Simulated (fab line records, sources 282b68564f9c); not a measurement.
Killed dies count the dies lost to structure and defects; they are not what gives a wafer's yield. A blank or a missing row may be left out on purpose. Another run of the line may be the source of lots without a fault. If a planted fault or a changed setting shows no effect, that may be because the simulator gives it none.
Problem report, 8D (eight disciplines) form, completed by code :: flow rit-cmos :: the parts of the form that need people (team, actions taken, sign-off) are left out

1. THE PROBLEM
RIT_PSD_STRIP_09, run-length-s: mean 117.2 s on 3 wafers (1 lot); fault-free wafers 208.4 s, standard deviation 0.6. That is -99 or more standard deviations from the usual mean.
The step: strips in O2, time 180 s.
The first sign was on wafer L544.4 at day 3 15:37, on plasma-asher-01. The record holds 15 wafers of 5 lots with a number at this step. By rule, "out" or "out of limits" means more than 4 standard deviations away from the usual mean. The rest of the wafers with a number are treated as sound.

2. WHAT THIS IS AND IS NOT
question: which readings at this step
is: run-length-s
is not: drypump-motor-current-A

question: which lots
is: L544
is not: L543, L554, L561, L564

question: which wafers of those lots
is: all that have a number
is not: -

question: read on which tools
is: plasma-asher-01
is not: plasma-asher-02, plasma-asher-04

question: when
is: from day 3 15:37
is not: up to then (3 sound wafers); but 9 sound wafers of L554, L561, L564 came after

3. SUSPECTS, AND WHAT RULES EACH OUT
Counting: any tool at a process step up to the reading is kept as a suspect provided that every lot that is out went through it and no sound lot did after the first of them.
- plasma-asher-03 at RIT_NSD_STRIP_09 (strips in O2, time 180 s): ruled out as a lasting fault. After its first lot that is out, L544 (day 3 14:04), sound lots L554 ran on it.
- plasma-asher-01 at RIT_PSD_STRIP_09 (strips in O2, time 180 s): ruled out as a lasting fault. After its first lot that is out, L544 (day 3 15:37), sound lots L561 ran on it.
Left after counting: nothing in the record.

4. THE CAUSE (what the simulator had put in)
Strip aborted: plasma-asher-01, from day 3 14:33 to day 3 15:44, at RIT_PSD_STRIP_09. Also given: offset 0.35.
Counting ruled it out, wrongly.

5. THE EFFECT CHAIN, in route order
Each row: a reading whose mean over the struck wafers that have a number lies more than 3 standard deviations from the usual. Scope: only readings with a usual standard deviation given in the record; hours: median across lots of the time from each lot's start at the first step in this table that gives one to its start at this step; sigmas: change in usual standard deviations.
hours: 0
step: RIT_PSD_STRIP_09
reading: run-length-s
usual: 208.4 s
on struck wafers: 117.2
change: -91.2
sigmas: -99 or more
The process steps in it:
- RIT_PSD_STRIP_09: strips in O2, time 180 s.
At these later measuring or inspecting steps, every struck wafer for which the step has a row has a number for every such reading, and none has moved that far: RIT_PSD_TW_MEAS_10.

6. HOW IT WOULD HAVE BEEN CAUGHT EARLIER
In this record the first reading out of limits was taken at day 3 15:37, 1 hour after the fault began at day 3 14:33.
